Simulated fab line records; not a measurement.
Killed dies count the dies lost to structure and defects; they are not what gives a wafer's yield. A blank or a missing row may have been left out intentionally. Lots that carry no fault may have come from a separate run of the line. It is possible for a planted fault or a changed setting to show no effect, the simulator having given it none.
Lot-split experiment	flow berkeley-cmos170	route with 331 steps; 5 lots, 23 wafers read

SPLIT DETAILS
At UCB170_ACTIVE_COAT_08 (resist thk 900 nm), the setting resist-thk-nm was moved away from the recipe's 900 nm on 8 of the 23 wafers read, by -5.4% to +5.8%. For the rest of the wafers, this setting stayed at what the recipe calls for.

Reading taken at the split's own step.

THE READING
KrF_of_ACTIVE_COAT_08.thk-nm (the simulator's own value, which no gauge read), in nm, at UCB170_ACTIVE_COAT_08 (resist thk 900 nm). The file gives no usual value for it. Average 901.2 nm, standard deviation 2.8 nm, over the 15 wafers here run with the recipe.

wafer	tool, chamber at the split	resist-thk-nm as run, nm	against the recipe	KrF_of_ACTIVE_COAT_08.thk-nm, nm	against lot-mates on the recipe
L077.1	litho-track-02, 0	900	recipe	902.9	-
L077.3	litho-track-02, 0	900	recipe	903.6	-
L077.4	litho-track-02, 0	900	recipe	903.4	-
L077.5	litho-track-02, 0	900	recipe	905	-
L077.6	litho-track-02, 0	900	recipe	901.6	-
L078.1	litho-track-03, 0	952	+5.8%	954.5	+53.0
L078.3	litho-track-03, 0	900	recipe	900.8	-
L078.4	litho-track-03, 0	900	recipe	902.3	-
L078.5	litho-track-03, 0	952	+5.8%	955.7	+54.2
L078.6	litho-track-03, 0	952	+5.8%	956.1	+54.6
L079.1	litho-track-01, 0	948	+5.3%	943.2	+45.4
L079.2	litho-track-01, 0	948	+5.3%	945	+47.1
L079.3	litho-track-01, 0	900	recipe	897.7	-
L079.4	litho-track-01, 0	900	recipe	898	-
L079.5	litho-track-01, 0	948	+5.3%	946.5	+48.6
L081.1	litho-track-01, 0	900	recipe	896.7	-
L081.3	litho-track-01, 0	900	recipe	897.1	-
L081.6	litho-track-01, 0	900	recipe	897.7	-
L083.1	litho-track-02, 0	900	recipe	902.7	-
L083.3	litho-track-02, 0	851.7	-5.4%	855.7	-47.9
L083.4	litho-track-02, 0	900	recipe	903.4	-
L083.5	litho-track-02, 0	900	recipe	904.6	-
L083.6	litho-track-02, 0	851.7	-5.4%	854.7	-48.9

FIT RESULTS
A straight line over all 23 wafers: KrF_of_ACTIVE_COAT_08.thk-nm changes by +8.76 nm for each +1% of resist-thk-nm; r = +0.99; the points scatter about the line by 3.1 nm.
The same after taking each lot's own level away (the mean of its wafers on the recipe; 23 wafers): +9.07 nm for each +1%; r = +1.00; scatter 1.2 nm.
The reading moves by 52 nm for the largest change in resist-thk-nm, on that fit.
Measured against the standard deviation above, the lots' own levels, which go from 897.17 to 903.57 nm, span 2.3 times it.
The two slopes are in agreement: the lot-to-lot level therefore moves the slope only a little.
Check: with one of the wafers moved furthest among these (+5.8%) left out of the fit, the line predicts +52.4 nm for it against its lot-mates. It came out at +53 nm against them.

OTHER SPLITS ON THESE WAFERS
Other splits were also applied to these wafers ahead of the reading. Each is held against what the fit with the lots' levels taken away leaves over:
other split on the same wafers	wafers away from the commonest value	r with KrF_of_ACTIVE_COAT_08.thk-nm (lot level and that fit taken away)
UCB170_ZERO_COAT_01 resist-thk-nm	7	-0.07
UCB170_ZERO_EXPOSE_03 dose-mj	11	+0.37
UCB170_NWELL_IMPLANT_14 energy-kev	8	-0.13
UCB170_PWELL_OXIDATION_02 ox-time-s	15	+0.30
UCB170_PWELL_ETCH_14 time-s	5	+0.25
UCB170_PWELL_IMPLANT_15 dose-cm2	8	-0.12

THE WHOLE CHAIN: every reading that the file lists as answering this split, in the file's order
step	what it does	reading	change (the file's fit)	r (the file's)
UCB170_ACTIVE_COAT_08	resist thk 900 nm	KrF_of_ACTIVE_COAT_08.thk-nm (the simulator's own value, which no gauge read)	+9.07 nm for each +1% of the setting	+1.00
UCB170_ACTIVE_STRIP_16	strips in O2	strip-time-to-endpoint-s	withheld for each +1% of the setting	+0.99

THE FILE'S OWN FIT
KrF_of_ACTIVE_COAT_08.thk-nm changes by +9.07 nm for each +1% of resist-thk-nm, r = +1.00.
